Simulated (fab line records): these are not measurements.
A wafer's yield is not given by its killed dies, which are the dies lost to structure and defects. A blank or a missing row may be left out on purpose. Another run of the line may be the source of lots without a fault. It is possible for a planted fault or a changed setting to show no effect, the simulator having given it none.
Which tool was responsible? -- flow rit cmos -- 45 wafers from 15 lots sampled at 2 of the route's 202 steps

WHAT THE GAUGES SHOWED, per wafer
RIT_REOX_THK_MEAS_04.
lot,measured,on,REOX_OXIDE_THK (nm)
L152,day 2 22:24,film metro-03,25.1 24.8 25.4
L153,day 3 03:51,film metro-03,25.0 25.1 24.6
L154,day 3 07:18,film metro-02,25.9 25.4 25.7
L155,day 3 13:25,film metro-01,25.7 25.9 25.4
L156,day 3 20:36,film metro-01,26.1 25.7 25.7
L157,day 3 22:32,film metro-01,25.1 25.6 24.9
L159,day 4 08:19,film metro-01,25.3 25.1 25.2
L160,day 4 19:16,film metro-02,25.6 26.2 26.2
L161,day 4 19:36,film metro-01,25.2 25.5 25.4
L162,day 5 00:26,film metro-02,25.1 25.1 25.1
L166,day 5 23:56,film metro-01,32.9 32.4 32.9
L170,day 6 16:50,film metro-01,32.9 33.0 32.3
L172,day 7 01:52,film metro-02,33.3 32.9 32.5
L173,day 7 06:28,film metro-02,25.5 24.9 25.2
L174,day 7 11:52,film metro-01,25.3 25.6 25.6

WHAT TOOL EACH LOT RAN ON (gives the tool, then ch and the chambers of the sampled wafers, and finally the start)
lot,RIT_REOX_OXIDATION_03
L152,"furnace-02 ch 0, day 2 19:51"
L153,"furnace-02 ch 0, day 3 01:18"
L154,"furnace-01 ch 0, day 3 04:45"
L155,"furnace-01 ch 0, day 3 10:52"
L156,"furnace-01 ch 0, day 3 18:02"
L157,"furnace-03 ch 0, day 3 19:59"
L159,"furnace-03 ch 0, day 4 05:46"
L160,"furnace-01 ch 0, day 4 16:43"
L161,"furnace-03 ch 0, day 4 17:03"
L162,"furnace-01 ch 0, day 4 21:53"
L166,"furnace-03 ch 0, day 5 21:22"
L170,"furnace-03 ch 0, day 6 14:16"
L172,"furnace-03 ch 0, day 6 23:19"
L173,"furnace-02 ch 0, day 7 03:54"
L174,"furnace-02 ch 0, day 7 09:19"
- RIT_REOX_OXIDATION_03: target thk 25.2 nm, ox time 5580 s.

WHAT THE TOOLS THEMSELVES READ (means of the sampled wafers that have a number; where no wafer has one, the mark that the record gives instead)
The record holds no such reading with a usual standard deviation.

THE ANSWER, worked out from the rows above alone
Rule: the lots themselves supply what counts as usual. Put in order of their means at a reading, lots are off if they are a third of the lots or fewer, leave a main group of 4 or more, and stand apart from it by a gap of 3 or more times the standard deviation of the main group's means; of several such gaps the widest counts. If all means in a main group match to the digits the tables above print for the reading, that group is not used. Also off: a lot with no number at a reading for which 4 or more lots have one. The other lots that the step has rows for count as sound. Order of review: gauges by route order, followed by the tools' own readings, for which a lot's mean as printed above is used. The first step at which some lot is off is used, and at that step the reading that is off furthest; a lot without a number counts as furthest.
Off: L166, L170, L172, seen at RIT_REOX_THK_MEAS_04 (REOX_OXIDE_THK). The main group: mean 25.4 nm, standard deviation 0.32.
If a tool, at a process step before that reading, ran all the lots that are off and no sound lot after the first of them, it fits. Those tools and the gauges at RIT_REOX_THK_MEAS_04 are tried in the same way. One fits: RIT_REOX_OXIDATION_03 on furnace-03. Its last sound lot is L161 (day 4 17:03), its first lot that is off L166 (day 5 21:22): a fault that began between those two fits.

WHAT HAD BEEN PUT IN BY THE SIMULATOR
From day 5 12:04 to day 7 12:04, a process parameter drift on furnace-03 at RIT_REOX_OXIDATION_03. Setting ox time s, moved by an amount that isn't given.
Lots struck among those shown: L166, L170, L172. The rule above reached the same finding.
